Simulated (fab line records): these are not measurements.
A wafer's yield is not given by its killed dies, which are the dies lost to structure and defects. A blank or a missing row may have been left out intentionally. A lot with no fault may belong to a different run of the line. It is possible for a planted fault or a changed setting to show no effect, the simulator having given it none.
fab line records	flow berkeleyCmos170
[record] lots = 5	wafers = 15	lastDay = 10
route steps=331 shown SPACER@171 PSD@175 NSD@187 BACKSIDE@199 SDANNEAL@204 PLDD@208
lots that met no fault: taken from a fault-free run of the same line
startH: hours from the record's first day to the start of the lot's first wafer shown	waitH: time in hours since the lot's previous step	" identical to the entry in the row above	L1.1+2: a single row standing in for several wafers	- value missing, or start not given	* or withheld: withheld	< > ~ a bound
route shown NAME@n: names a module that has steps shown in the file, with the first one's number in the route	usual: average and standard deviation across the fault-free wafers	same: alike in all rows	chamber/n: place in a boat	sites: per-site readings	_std_site: the values' standard deviation	_edge_site: inner sites' mean taken away from outer sites' mean	radiusMm: for every site, how far away it sits from the centre of the wafer	mask NAME#n: copy n	behind: the last tool/chamber to shape the wafer	hold: why the lot went on hold/how many hours it stayed there/how the hold came to an end	device: transistor that didn't switch, given as n, p or np	end of line: tests run on the same wafers once the route is complete	a step given without rows: its recipe and nothing more	killed: at the first sort, the dies lost to defects and structure; wafer yield is something else	map: a wafer's dies, x killed, . not, _ none there
set.NAME: the setting as run; set.NAME@STEP: as run at that earlier step	model.NAME: the simulator's own value behind a step, which no gauge read
a table for each step, a row for each wafer; lots at some steps of the route
services: from which hour (startH, from the record's first day; less than 0 if before it) a tool's chamber was out of use, for how many hours, and why
[[steps]]
[step UCB170_SPACER_CVD_00]
[recipe] material = SiO2	targetThkNm = 376	tempC = 390	precursor = TEOS/O2	timeS = 47	rfW = 550	pressureMtorr = 9000
[usual] heaterPowerW = 236/51
lot.wafer	tool	chamber	startH	waitH	heaterPowerW
L078.2	pecvd-03	0	152.56	0.0	253
L078.3	"	1	"	"	212
L078.5	"	2	"	"	323
L080.3	pecvd-01	1	157.02	0.0	235
L080.4	"	0	"	"	267
L080.5	"	1	"	"	240
L077.1	pecvd-03	2	157.54	0.0	297
L077.2	"	0	"	"	190
L077.3	"	1	"	"	194
L086.2	pecvd-01	0	189.72	0.0	273
L086.5	"	2	"	"	281
L086.6	"	1	"	"	225
L090.2	pecvd-03	0	206.46	0.0	254
L090.5	"	0	"	"	182
L090.6	"	1	"	"	245
[step UCB170_SPACER_THK_MEAS_01]
[recipe] reads = SiO2_of_SPACER_CVD_00
[usual] SPACER_TEOS_THK = 377/4.8
lot.wafer	tool	chamber	startH	waitH	SPACER_TEOS_THK[nm]
L078.2	filmMetro-03	-	152.61	0.0	372
L078.3	"	-	"	"	371
L078.5	"	-	"	"	375
L080.3	filmMetro-04	-	157.08	0.0	379
L080.4	"	-	"	"	380
L080.5	"	-	"	"	384
L077.1	filmMetro-04	-	157.58	0.0	375
L077.2	"	-	"	"	384
L077.3	"	-	"	"	380
L086.2	filmMetro-04	-	189.77	0.0	379
L086.5	"	-	"	"	379
L086.6	"	-	"	"	390
L090.2	filmMetro-02	-	206.51	0.0	372
L090.5	"	-	"	"	375
L090.6	"	-	"	"	379
[step UCB170_SPACER_ANNEAL_02]
[recipe] tempC = 900	timeS = 1800	ambient = N2
[usual] spikeTcLoadC = 923.3/2.5
lot.wafer	tool	chamber	startH	waitH	spikeTcLoadC
L078.2	furnace-01	0	153.29	0.7	920.0
L078.3	"	0	"	"	921.6
L078.5	"	0	"	"	921.0
L077.1	furnace-04	0	159.65	2.1	924.2
L077.2	"	0	"	"	925.7
L077.3	"	0	"	"	924.9
L080.3	furnace-04	0	159.65	2.6	925.4
L080.4	"	0	"	"	926.2
L080.5	"	0	"	"	925.9
L086.2	furnace-01	0	192.67	2.9	918.8
L086.5	"	0	"	"	920.0
L086.6	"	0	"	"	920.9
L090.2	furnace-04	0	207.11	0.6	926.3
L090.5	"	0	"	"	924.4
L090.6	"	0	"	"	923.8
[step UCB170_SPACER_ETCHBACK_03]
[recipe] stopOn = Si	target = SiO2	chemistry = CHF3/CF4/Ar	CHF3_flow_sccm = 50	cf4FlowSccm = 10	Ar_flow_sccm = 120	pressureMtorr = 200	rfW = 500	targetDepthA = 3760	timeS = 100
[usual] drypumpMotorCurrentA = 5.6/0.6	oesProductAu = 0.899/0.013	throttleValvePct = 6.47/0.11
lot.wafer	tool	chamber	startH	waitH	drypumpMotorCurrentA	oesProductAu	rfHoursCounterH	throttleValvePct
L078.2	rieDiel-03	1	154.79	0.0	5.0	0.880	115	6.65
L078.3	"	2	"	"	5.7	0.894	96	6.50
L078.5	"	0	"	"	6.0	0.905	-	6.38
L077.1	rieDiel-02	1	161.15	0.0	6.7	0.905	13	6.60
L077.2	"	3	"	"	5.7	0.907	70	6.34
L077.3	"	0	"	"	6.4	0.911	158	6.55
L080.3	rieDiel-03	3	161.15	0.0	4.9	0.894	111	6.30
L080.4	"	1	"	"	5.1	0.894	115	6.65
L080.5	"	3	"	"	4.9	0.897	-	6.31
L086.2	rieDiel-02	1	194.17	0.0	6.7	0.907	17	6.60
L086.5	"	3	"	"	5.7	0.899	-	6.35
L086.6	"	2	"	"	6.4	0.910	-	6.58
L090.2	rieDiel-02	1	208.61	0.0	6.7	0.895	18	6.60
L090.5	"	3	"	"	5.7	0.892	-	6.35
L090.6	"	0	"	"	6.4	0.889	-	6.55
[step UCB170_PSD_HMDS_00]
[recipe] primeTimeS = 60	primeTempC = 100
lot.wafer	tool	chamber	startH	waitH
L078.2+3+5	lithoTrack-03	0	154.99	0.2
L077.1+2+3	lithoTrack-01	0	161.37	0.2
L080.3+4+5	lithoTrack-02	0	161.54	0.4
L086.2+5+6	lithoTrack-02	0	194.62	0.4
L090.2+5+6	lithoTrack-01	0	208.80	0.2
[step UCB170_PSD_COAT_01]
[recipe] resist = KrF	spinRpm = 1500	resistThkNm = 900
lot.wafer	tool	chamber	startH	waitH
L078.2+3+5	lithoTrack-03	0	155.14	0.1
L077.1+2+3	lithoTrack-01	0	161.52	0.1
L080.3+4+5	lithoTrack-02	0	161.69	0.1
L086.2+5+6	lithoTrack-02	0	194.77	0.1
L090.2+5+6	lithoTrack-01	0	208.95	0.1
[step UCB170_PSD_SOFTBAKE_02]
[recipe] resist = KrF	tempC = 130	timeS = 60
lot.wafer	tool	chamber	startH	waitH
L078.2+3+5	lithoTrack-03	0	155.29	0.1
L077.1+2+3	lithoTrack-01	0	161.67	0.1
L080.3+4+5	lithoTrack-02	0	161.84	0.1
L086.2+5+6	lithoTrack-02	0	194.92	0.1
L090.2+5+6	lithoTrack-01	0	209.10	0.1
[step UCB170_PSD_EXPOSE_03]
[recipe] maskId = PSELECT_MOD	na = 0.5	sigmaOuter = 0.6	sourceShape = conventional	targetCdNm = 1200	doseMj = 30
[same] na = 0.5
lot.wafer	tool	chamber	startH	waitH	mask
L078.2+3+5	krfScanner-02	0	155.56	0.2	PSELECT_MOD#0
L077.1+2+3	krfScanner-02	0	162.11	0.4	PSELECT_MOD#0
L080.3+4+5	krfScanner-01	0	162.40	0.5	PSELECT_MOD#0
L086.2+5+6	krfScanner-01	0	195.31	0.4	PSELECT_MOD#0
L090.2+5+6	krfScanner-01	0	209.24	0.1	PSELECT_MOD#0
[step UCB170_PSD_PEB_04]
[recipe] pebTempC = 130	pebTimeS = withheld	resist = KrF
lot.wafer	tool	chamber	startH	waitH
L078.2+3+5	lithoTrack-01	0	155.70	0.1
L077.1+2+3	lithoTrack-01	0	162.37	0.2
L080.3+4+5	lithoTrack-01	0	162.70	0.3
L086.2+5+6	lithoTrack-02	0	195.52	0.2
L090.2+5+6	lithoTrack-03	0	209.41	0.1
[step UCB170_PSD_DEVELOP_05]
[recipe] developer = TMAH	developTimeS = 45	resist = KrF	devTempC = 21
[same] developTimeS = 45
lot.wafer	tool	chamber	startH	waitH
L078.2+3+5	lithoTrack-01	0	-	-
L077.1+2+3	lithoTrack-01	0	-	-
L080.3+4+5	lithoTrack-01	0	-	-
L086.2+5+6	lithoTrack-02	0	-	-
L090.2+5+6	lithoTrack-03	0	-	-
[step UCB170_PSD_CD_MEAS_06]
[recipe] targetCdNm = 1200
[usual] cdNm = 1199.9/1.5
lot.wafer	tool	chamber	startH	waitH	cdNm
L078.2	cdSem-02	-	155.97	-	1201.5
L078.3	"	-	"	"	1202.1
L078.5	"	-	"	"	1202.0
L077.1	cdSem-01	-	162.65	-	1199.2
L077.2	"	-	"	"	1199.9
L077.3	"	-	"	"	1198.9
L080.3	cdSem-02	-	162.96	-	1199.7
L080.4	"	-	"	"	1200.9
L080.5	"	-	"	"	1200.4
L086.2	cdSem-01	-	195.79	-	1200.9
L086.5	"	-	"	"	1200.3
L086.6	"	-	"	"	1200.1
L090.2	cdSem-01	-	209.68	-	1197.9
L090.5	"	-	"	"	1198.0
L090.6	"	-	"	"	1198.5
[step UCB170_PSD_OVL_MEAS_07]
[usual] PSD_OVL = 2/4.7
lot.wafer	tool	chamber	startH	waitH	PSD_OVL[nm]
L078.2	overlay-01	-	156.08	0.1	0
L078.3	"	-	"	"	9
L078.5	"	-	"	"	1
L077.1	overlay-01	-	162.77	0.1	5
L077.2	"	-	"	"	-2
L077.3	"	-	"	"	7
L080.3	overlay-02	-	163.05	0.1	3
L080.4	"	-	"	"	-2
L080.5	"	-	"	"	6
L086.2	overlay-01	-	195.89	0.1	-1
L086.5	"	-	"	"	0
L086.6	"	-	"	"	-1
L090.2	overlay-02	-	209.78	0.1	7
L090.5	"	-	"	"	-7
L090.6	"	-	"	"	2
[step UCB170_PSD_IMPLANT_08]
[recipe] species = B	doseCm2 = 3e+15	energyKev = 20	tiltDeg = 7
[usual] beamEnergyKeV = 20.002/0.0059
lot.wafer	tool	chamber	startH	waitH	beamEnergyKeV
L078.2	implanter-02	0	156.13	0.0	20.008
L078.3	"	0	"	"	20.003
L078.5	"	0	"	"	20.007
L077.1	implanter-02	0	162.80	0.0	20.010
L077.2	"	0	"	"	20.018
L077.3	"	0	"	"	20.006
L080.3	implanter-04	0	163.13	0.1	19.996
L080.4	"	0	"	"	19.990
L080.5	"	0	"	"	20.003
L086.2	implanter-04	0	195.95	0.0	20.003
L086.5	"	0	"	"	19.995
L086.6	"	0	"	"	20.001
L090.2	implanter-03	0	209.84	0.0	20.002
L090.5	"	0	"	"	19.999
L090.6	"	0	"	"	20.000
[step UCB170_PSD_STRIP_09]
[recipe] chemistry = O2	powerW = 400	pressureMtorr = 3500	platenTempC = withheld	o2FlowSccm = 400	overashFraction = 0.5
[usual] drypumpMotorCurrentA = 5.90/0.25	oesProductAu = 0.601/0.0045	stripTimeToEndpointS = 29.38/0.076
lot.wafer	tool	chamber	startH	waitH	drypumpMotorCurrentA	oesProductAu	rfHoursCounterH	stripTimeToEndpointS
L078.2	plasmaAsher-03	0	156.26	0.1	5.82	0.606	47	29.30
L078.3	"	0	"	"	5.80	0.602	-	29.31
L078.5	"	0	"	"	5.80	0.593	-	29.37
L077.1	plasmaAsher-02	1	162.95	0.1	5.92	0.597	37	29.36
L077.2	"	0	"	"	5.55	0.595	37	29.34
L077.3	"	1	"	"	5.88	0.602	-	29.42
L080.3	plasmaAsher-03	0	163.26	0.1	5.76	0.612	-	29.44
L080.4	"	1	"	"	5.88	0.599	-	29.40
L080.5	"	0	"	"	5.78	0.605	-	29.38
L086.2	plasmaAsher-04	0	196.07	0.1	5.84	0.602	7	29.36
L086.5	"	0	"	"	5.85	0.599	-	29.35
L086.6	"	1	"	"	6.45	0.601	-	29.37
L090.2	plasmaAsher-04	1	209.96	0.1	6.44	0.600	9	29.35
L090.5	"	1	"	"	6.45	0.605	-	29.43
L090.6	"	0	"	"	5.83	0.604	-	29.31
[step UCB170_PSD_TW_MEAS_10]
[usual] PSD_TW = 2331/14
lot.wafer	tool	chamber	startH	waitH	PSD_TW
L078.2	filmMetro-03	-	156.37	0.1	2328
L078.3	"	-	"	"	2314
L078.5	"	-	"	"	2331
L077.1	filmMetro-01	-	163.05	0.1	2344
L077.2	"	-	"	"	2341
L077.3	"	-	"	"	2353
L080.3	filmMetro-04	-	163.35	0.1	2323
L080.4	"	-	"	"	2329
L080.5	"	-	"	"	2328
L086.2	filmMetro-04	-	196.18	0.1	2325
L086.5	"	-	"	"	2336
L086.6	"	-	"	"	2339
L090.2	filmMetro-04	-	210.07	0.1	2323
L090.5	"	-	"	"	2314
L090.6	"	-	"	"	2328
[step UCB170_PSD_CLEAN_11]
[recipe] chemistry = SPM	tempC = 120	timeS = 600
[usual] bathGuardTempC = 119.8/0.51
lot.wafer	tool	chamber	startH	waitH	bathGuardTempC
L078.2	wetBench-04	1	156.42	0.0	120.0
L078.3	"	1	"	"	120.3
L078.5	"	1	"	"	120.2
L077.1	wetBench-03	3	163.11	0.1	120.2
L077.2	"	3	"	"	119.9
L077.3	"	3	"	"	120.1
L080.3	wetBench-04	2	163.39	0.0	119.6
L080.4	"	2	"	"	119.3
L080.5	"	2	"	"	119.3
L086.2	wetBench-04	2	196.36	0.2	119.1
L086.5	"	2	"	"	119.1
L086.6	"	2	"	"	118.9
L090.2	wetBench-04	0	210.12	0.0	119.6
L090.5	"	0	"	"	119.4
L090.6	"	0	"	"	119.6
[step UCB170_NSD_HMDS_00]
[recipe] primeTimeS = 60	primeTempC = 100
lot.wafer	tool	chamber	startH	waitH
L078.2+3+5	lithoTrack-02	0	156.64	0.0
L077.1+2+3	lithoTrack-03	0	163.30	0.0
L080.3+4+5	lithoTrack-04	0	163.61	0.1
L086.2+5+6	lithoTrack-04	0	196.91	0.4
L090.2+5+6	lithoTrack-03	0	210.32	0.0
[step UCB170_NSD_COAT_01]
[recipe] resist = KrF	spinRpm = 1500	resistThkNm = 900
lot.wafer	tool	chamber	startH	waitH
L078.2+3+5	lithoTrack-02	0	156.79	0.1
L077.1+2+3	lithoTrack-03	0	163.45	0.1
L080.3+4+5	lithoTrack-04	0	163.76	0.1
L086.2+5+6	lithoTrack-04	0	197.06	0.1
L090.2+5+6	lithoTrack-03	0	210.47	0.1
[step UCB170_NSD_SOFTBAKE_02]
[recipe] resist = KrF	tempC = 130	timeS = 60
lot.wafer	tool	chamber	startH	waitH
L078.2+3+5	lithoTrack-02	0	156.94	0.1
L077.1+2+3	lithoTrack-03	0	163.60	0.1
L080.3+4+5	lithoTrack-04	0	163.91	0.1
L086.2+5+6	lithoTrack-04	0	197.21	0.1
L090.2+5+6	lithoTrack-03	0	210.62	0.1
[step UCB170_NSD_EXPOSE_03]
[recipe] maskId = NSELECT_MOD	na = 0.5	sigmaOuter = 0.6	sourceShape = conventional	targetCdNm = 1200	doseMj = 30
[same] na = 0.5
lot.wafer	tool	chamber	startH	waitH	mask
L078.2+3+5	krfScanner-01	0	157.21	0.2	NSELECT_MOD#0
L077.1+2+3	krfScanner-02	0	163.75	0.1	NSELECT_MOD#0
L080.3+4+5	krfScanner-02	0	164.05	0.1	NSELECT_MOD#0
L086.2+5+6	krfScanner-02	0	197.48	0.2	NSELECT_MOD#0
L090.2+5+6	krfScanner-01	0	210.89	0.2	NSELECT_MOD#0
[step UCB170_NSD_PEB_04]
[recipe] pebTempC = 130	pebTimeS = withheld	resist = KrF
lot.wafer	tool	chamber	startH	waitH
L078.2+3+5	lithoTrack-03	0	157.33	0.1
L077.1+2+3	lithoTrack-02	0	163.92	0.1
L080.3+4+5	lithoTrack-03	0	164.18	0.1
L086.2+5+6	lithoTrack-04	0	197.63	0.1
L090.2+5+6	lithoTrack-03	0	211.50	0.6
[step UCB170_NSD_DEVELOP_05]
[recipe] developer = TMAH	developTimeS = 45	resist = KrF	devTempC = 21
[same] developTimeS = 45
lot.wafer	tool	chamber	startH	waitH
L078.2+3+5	lithoTrack-03	0	-	-
L077.1+2+3	lithoTrack-02	0	-	-
L080.3+4+5	lithoTrack-03	0	-	-
L086.2+5+6	lithoTrack-04	0	-	-
L090.2+5+6	lithoTrack-03	0	-	-
[step UCB170_NSD_CD_MEAS_06]
[recipe] targetCdNm = 1200
[usual] cdNm = 1200.4/1.4
lot.wafer	tool	chamber	startH	waitH	cdNm
L078.2	cdSem-01	-	157.60	-	1201.7
L078.3	"	-	"	"	1202.2
L078.5	"	-	"	"	1199.8
L077.1	cdSem-02	-	164.20	-	1198.9
L077.2	"	-	"	"	1199.9
L077.3	"	-	"	"	1200.2
L080.3	cdSem-01	-	164.45	-	1199.2
L080.4	"	-	"	"	1200.3
L080.5	"	-	"	"	1200.4
L086.2	cdSem-01	-	197.91	-	1198.6
L086.5	"	-	"	"	1198.9
L086.6	"	-	"	"	1198.1
L090.2	cdSem-02	-	211.77	-	1200.4
L090.5	"	-	"	"	1199.9
L090.6	"	-	"	"	1200.2
[step UCB170_NSD_OVL_MEAS_07]
[usual] NSD_OVL = 7/4.4
lot.wafer	tool	chamber	startH	waitH	NSD_OVL[nm]
L078.2	overlay-01	-	157.70	0.1	8
L078.3	"	-	"	"	14
L078.5	"	-	"	"	13
L077.1	overlay-02	-	164.32	0.1	4
L077.2	"	-	"	"	5
L077.3	"	-	"	"	4
L080.3	overlay-01	-	164.54	0.1	7
L080.4	"	-	"	"	9
L080.5	"	-	"	"	10
L086.2	overlay-02	-	198.02	0.1	8
L086.5	"	-	"	"	1
L086.6	"	-	"	"	1
L090.2	overlay-01	-	211.88	0.1	10
L090.5	"	-	"	"	15
L090.6	"	-	"	"	4
[step UCB170_NSD_IMPLANT_08]
[recipe] species = P	doseCm2 = 3e+15	energyKev = 40	tiltDeg = 7
[usual] beamEnergyKeV = 40.000/0.012
lot.wafer	tool	chamber	startH	waitH	beamEnergyKeV
L078.2	implanter-03	0	157.76	0.0	39.993
L078.3	"	0	"	"	40.002
L078.5	"	0	"	"	39.984
L077.1	implanter-01	0	164.35	0.0	39.988
L077.2	"	0	"	"	39.989
L077.3	"	0	"	"	39.987
L080.3	implanter-02	0	164.61	0.1	40.009
L080.4	"	0	"	"	40.028
L080.5	"	0	"	"	40.020
L086.2	implanter-01	0	198.07	0.0	40.005
L086.5	"	0	"	"	39.989
L086.6	"	0	"	"	40.011
L090.2	implanter-01	0	211.93	0.0	40.002
L090.5	"	0	"	"	39.977
L090.6	"	0	"	"	40.004
[step UCB170_NSD_STRIP_09]
[recipe] chemistry = O2	powerW = 400	pressureMtorr = 3500	platenTempC = withheld	o2FlowSccm = 400	overashFraction = 0.5
[usual] drypumpMotorCurrentA = 5.7/0.47	oesProductAu = 0.534/0.0044	stripTimeToEndpointS = 35.85/0.097
lot.wafer	tool	chamber	startH	waitH	drypumpMotorCurrentA	oesProductAu	rfHoursCounterH	stripTimeToEndpointS
L078.2	plasmaAsher-02	1	157.88	0.1	5.9	0.534	36	35.82
L078.3	"	1	"	"	6.0	0.535	-	35.82
L078.5	"	1	"	"	5.9	0.529	-	35.75
L077.1	plasmaAsher-02	1	164.50	0.1	5.9	0.542	37	35.89
L077.2	"	0	"	"	5.6	0.535	37	35.74
L077.3	"	1	"	"	5.9	0.538	-	35.83
L080.3	plasmaAsher-04	1	164.74	0.1	6.5	0.535	-	35.81
L080.4	"	0	"	"	5.8	0.533	-	35.80
L080.5	"	1	"	"	6.5	0.534	-	35.86
L086.2	plasmaAsher-04	0	198.20	0.1	5.8	0.536	8	35.88
L086.5	"	0	"	"	5.8	0.538	-	35.91
L086.6	"	1	"	"	6.5	0.537	-	35.94
L090.2	plasmaAsher-01	1	212.06	0.1	5.0	0.533	52	35.95
L090.5	"	1	"	"	5.0	0.534	-	35.94
L090.6	"	0	"	"	5.3	0.531	-	36.12
[step UCB170_NSD_TW_MEAS_10]
[usual] NSD_TW = 4188/23
lot.wafer	tool	chamber	startH	waitH	NSD_TW
L078.2	filmMetro-03	-	157.99	0.1	4210
L078.3	"	-	"	"	4184
L078.5	"	-	"	"	4197
L077.1	filmMetro-04	-	164.60	0.1	4168
L077.2	"	-	"	"	4169
L077.3	"	-	"	"	4171
L080.3	filmMetro-03	-	164.83	0.1	4179
L080.4	"	-	"	"	4164
L080.5	"	-	"	"	4173
L086.2	filmMetro-04	-	198.31	0.1	4217
L086.5	"	-	"	"	4184
L086.6	"	-	"	"	4190
L090.2	filmMetro-03	-	212.17	0.1	4163
L090.5	"	-	"	"	4179
L090.6	"	-	"	"	4197
[step UCB170_NSD_CLEAN_11]
[recipe] chemistry = SPM	tempC = 120	timeS = 600
[usual] bathGuardTempC = 119.8/0.42
lot.wafer	tool	chamber	startH	waitH	bathGuardTempC
L078.2	wetBench-04	0	158.04	0.0	119.4
L078.3	"	0	"	"	119.6
L078.5	"	0	"	"	119.4
L077.1	wetBench-04	3	164.75	0.1	119.8
L077.2	"	3	"	"	120.1
L077.3	"	3	"	"	120.3
L080.3	wetBench-04	0	164.92	0.1	119.2
L080.4	"	0	"	"	119.4
L080.5	"	0	"	"	119.7
L086.2	wetBench-01	1	199.91	1.6	120.2
L086.5	"	1	"	"	119.9
L086.6	"	1	"	"	120.5
L090.2	wetBench-01	0	212.22	0.0	119.9
L090.5	"	0	"	"	119.9
L090.6	"	0	"	"	119.6
[step UCB170_BACKSIDE_HMDS_00]
[recipe] primeTimeS = 60	primeTempC = 100
lot.wafer	tool	chamber	startH	waitH
L078.2+3+5	lithoTrack-03	0	158.47	0.2
L077.1+2+3	lithoTrack-01	0	165.26	0.3
L080.3+4+5	lithoTrack-03	0	165.63	0.5
L086.2+5+6	lithoTrack-03	0	200.37	0.3
L090.2+5+6	lithoTrack-01	0	212.50	0.1
[step UCB170_BACKSIDE_COAT_01]
[recipe] resist = KrF	spinRpm = 1500	resistThkNm = 900
lot.wafer	tool	chamber	startH	waitH
L078.2+3+5	lithoTrack-03	0	158.62	0.1
L077.1+2+3	lithoTrack-01	0	165.41	0.1
L080.3+4+5	lithoTrack-03	0	165.78	0.1
L086.2+5+6	lithoTrack-03	0	200.52	0.1
L090.2+5+6	lithoTrack-01	0	212.65	0.1
[step UCB170_BACKSIDE_SOFTBAKE_02]
[recipe] resist = KrF	tempC = 130	timeS = 60
lot.wafer	tool	chamber	startH	waitH
L078.2+3+5	lithoTrack-03	0	158.77	0.1
L077.1+2+3	lithoTrack-01	0	165.56	0.1
L080.3+4+5	lithoTrack-03	0	165.93	0.1
L086.2+5+6	lithoTrack-03	0	200.67	0.1
L090.2+5+6	lithoTrack-01	0	212.80	0.1
[step UCB170_BACKSIDE_STRIP_03]
[recipe] chemistry = O2	powerW = 400	pressureMtorr = 3500	platenTempC = withheld	o2FlowSccm = 400	overashFraction = 0.5
[usual] drypumpMotorCurrentA = 5.7/0.4	oesProductAu = 0.735/0.0046	stripTimeToEndpointS = 22.01/0.065
lot.wafer	tool	chamber	startH	waitH	drypumpMotorCurrentA	oesProductAu	rfHoursCounterH	stripTimeToEndpointS
L078.2	plasmaAsher-03	1	158.90	0.1	5.9	0.738	48	22.03
L078.3	"	0	"	"	5.8	0.738	-	21.95
L078.5	"	1	"	"	5.9	0.739	-	21.95
L077.1	plasmaAsher-01	1	165.71	0.1	5.0	0.735	47	21.96
L077.2	"	0	"	"	5.3	0.736	47	21.94
L077.3	"	0	"	"	5.3	0.735	-	21.93
L080.3	plasmaAsher-03	1	166.06	0.1	5.9	0.740	-	22.05
L080.4	"	0	"	"	5.8	0.729	-	22.03
L080.5	"	0	"	"	5.8	0.738	-	22.07
L086.2	plasmaAsher-03	0	200.79	0.1	5.8	0.738	53	22.04
L086.5	"	0	"	"	5.8	0.738	-	22.08
L086.6	"	1	"	"	5.9	0.742	-	22.02
L090.2	plasmaAsher-03	1	212.92	0.1	5.9	0.733	54	21.92
L090.5	"	1	"	"	5.9	0.732	-	21.91
L090.6	"	0	"	"	5.8	0.740	-	21.98
[step UCB170_BACKSIDE_CLEAN_04]
[recipe] chemistry = SPM	tempC = 120	timeS = 600
[usual] bathGuardTempC = 119.9/0.31
lot.wafer	tool	chamber	startH	waitH	bathGuardTempC
L078.2	wetBench-01	3	159.00	0.1	119.5
L078.3	"	3	"	"	119.8
L078.5	"	3	"	"	119.6
L077.1	wetBench-01	1	165.84	0.1	120.4
L077.2	"	1	"	"	120.6
L077.3	"	1	"	"	120.2
L080.3	wetBench-03	1	166.13	0.0	119.9
L080.4	"	1	"	"	119.7
L080.5	"	1	"	"	119.6
L086.2	wetBench-03	0	200.89	0.1	119.5
L086.5	"	0	"	"	119.2
L086.6	"	0	"	"	119.2
L090.2	wetBench-03	3	213.02	0.1	120.0
L090.5	"	3	"	"	119.9
L090.6	"	3	"	"	120.1
[step UCB170_SDANNEAL_RTA_00]
[recipe] tempC = 900	timeS = 10	ambient = N2
[usual] annealTempCMax = 905.0/1.2	lampPowerPct = 26/5	wafer_temp_C_max = 905.2/1.4
lot.wafer	tool	chamber	startH	waitH	annealTempCMax	lampPowerPct	wafer_temp_C_max
L078.2	rtpAnneal-02	0	159.19	0.0	905.4	21	905.8
L078.3	"	0	"	"	905.3	21	905.9
L078.5	"	0	"	"	904.3	21	905.2
L077.1	rtpAnneal-02	0	166.01	0.0	905.1	21	907.7
L077.2	"	0	"	"	905.7	21	905.5
L077.3	"	0	"	"	905.6	21	905.5
L080.3	rtpAnneal-02	0	166.34	0.0	907.2	21	909.0
L080.4	"	0	"	"	907.1	21	905.6
L080.5	"	0	"	"	905.4	21	905.2
L086.2	rtpAnneal-01	0	201.10	0.0	904.0	31	903.7
L086.5	"	0	"	"	903.8	31	904.6
L086.6	"	0	"	"	903.8	31	903.8
L090.2	rtpAnneal-02	0	213.23	0.0	904.8	21	905.3
L090.5	"	0	"	"	905.2	21	905.8
L090.6	"	0	"	"	906.7	21	906.4
[step UCB170_SDANNEAL_RTA_01]
[recipe] tempC = 1050	timeS = 5	ambient = N2
[usual] annealTempCMax = 1055.9/1.2	lampPowerPct = 40/7.8	wafer_temp_C_max = 1055.9/1.7
lot.wafer	tool	chamber	startH	waitH	annealTempCMax	lampPowerPct	wafer_temp_C_max
L078.2	rtpAnneal-02	0	159.25	0.1	1057.0	33	1057.7
L078.3	"	0	"	"	1055.1	33	1058.0
L078.5	"	0	"	"	1056.2	33	1055.6
L077.1	rtpAnneal-02	0	166.08	0.1	1056.1	33	1055.8
L077.2	"	0	"	"	1057.1	33	1055.5
L077.3	"	0	"	"	1056.7	33	1056.9
L080.3	rtpAnneal-02	0	166.41	0.1	1056.6	33	1056.0
L080.4	"	0	"	"	1057.3	33	1058.3
L080.5	"	0	"	"	1056.7	33	1055.5
L086.2	rtpAnneal-01	0	201.16	0.1	1054.9	48	1054.5
L086.5	"	0	"	"	1055.9	48	1054.5
L086.6	"	0	"	"	1055.3	48	1054.1
L090.2	rtpAnneal-02	0	213.29	0.1	1055.8	33	1062.2
L090.5	"	0	"	"	1055.7	33	1059.3
L090.6	"	0	"	"	1057.9	33	1056.2
[step UCB170_SDANNEAL_RS_MEAS_02]
[recipe] thkMeasGauge = four-point-probe
[usual] PSD_RS = 75.6/0.37
lot.wafer	tool	chamber	startH	waitH	PSD_RS[ohm/sq]
L078.2	filmMetro-03	-	159.32	0.1	76.0
L078.3	"	-	"	"	75.9
L078.5	"	-	"	"	76.1
L077.1	filmMetro-04	-	166.14	0.0	75.2
L077.2	"	-	"	"	75.3
L077.3	"	-	"	"	75.4
L080.3	filmMetro-01	-	166.49	0.1	75.8
L080.4	"	-	"	"	75.8
L080.5	"	-	"	"	75.7
L086.2	filmMetro-01	-	201.23	0.1	75.2
L086.5	"	-	"	"	75.0
L086.6	"	-	"	"	75.2
L090.2	filmMetro-01	-	213.36	0.1	76.0
L090.5	"	-	"	"	75.8
L090.6	"	-	"	"	76.0
[step UCB170_SDANNEAL_RS_MEAS_03]
[recipe] thkMeasGauge = four-point-probe
[usual] NSD_RS = 37.26/0.1
lot.wafer	tool	chamber	startH	waitH	NSD_RS[ohm/sq]
L078.2	filmMetro-03	-	159.44	0.1	37.17
L078.3	"	-	"	"	37.25
L078.5	"	-	"	"	37.24
L077.1	filmMetro-04	-	166.26	0.1	37.34
L077.2	"	-	"	"	37.28
L077.3	"	-	"	"	37.36
L080.3	filmMetro-01	-	166.61	0.1	37.32
L080.4	"	-	"	"	37.19
L080.5	"	-	"	"	37.26
L086.2	filmMetro-01	-	201.35	0.1	37.24
L086.5	"	-	"	"	37.14
L086.6	"	-	"	"	37.21
L090.2	filmMetro-01	-	213.48	0.1	37.21
L090.5	"	-	"	"	37.19
L090.6	"	-	"	"	37.20
[step UCB170_SDANNEAL_RS_MEAS_04]
[recipe] thkMeasGauge = four-point-probe
[usual] PLDD_RS = 1031.0/2.8
lot.wafer	tool	chamber	startH	waitH	PLDD_RS[ohm/sq]
L078.2	filmMetro-03	-	159.56	0.1	1032.2
L078.3	"	-	"	"	1031.6
L078.5	"	-	"	"	1028.1
L077.1	filmMetro-04	-	166.38	0.1	1030.4
L077.2	"	-	"	"	1029.4
L077.3	"	-	"	"	1031.1
L080.3	filmMetro-01	-	166.73	0.1	1029.7
L080.4	"	-	"	"	1029.9
L080.5	"	-	"	"	1028.5
L086.2	filmMetro-01	-	201.47	0.1	1033.4
L086.5	"	-	"	"	1034.8
L086.6	"	-	"	"	1029.8
L090.2	filmMetro-01	-	213.60	0.1	1033.1
L090.5	"	-	"	"	1032.9
L090.6	"	-	"	"	1031.3
[[services]]
tool	chamber	startH	hours	kind
pecvd-01	2	140.93	15.8	repair
krfScanner-02	-	144.38	0.3	repair
pecvd-01	-	145.41	6.0	pm
rieDiel-02	2	145.85	15.8	repair
rieDiel-02	0	161.69	-	clean
rieDiel-02	0	161.69	15.3	scheduledDown
rieDiel-02	0	161.69	15.3	ventCycle
pecvd-01	2	163.28	12.2	repair
krfScanner-02	0	164.84	-	calibration
plasmaAsher-04	-	164.98	2.8	pm
implanter-02	-	175.25	2.5	repair
implanter-02	-	178.38	6.5	repair
implanter-01	-	182.35	1.3	repair
rieDiel-02	0	184.75	11.8	repair
implanter-03	-	185.19	2.6	repair
implanter-04	-	189.75	2.7	repair
krfScanner-02	-	190.06	1.0	pm
pecvd-01	1	198.39	5.1	repair
implanter-04	-	200.75	3.0	pm
implanter-02	-	202.14	2.4	pm
implanter-04	-	204.38	3.0	repair
lithoTrack-02	-	212.70	-	consumableReplace:filter
[[key]]
fault none
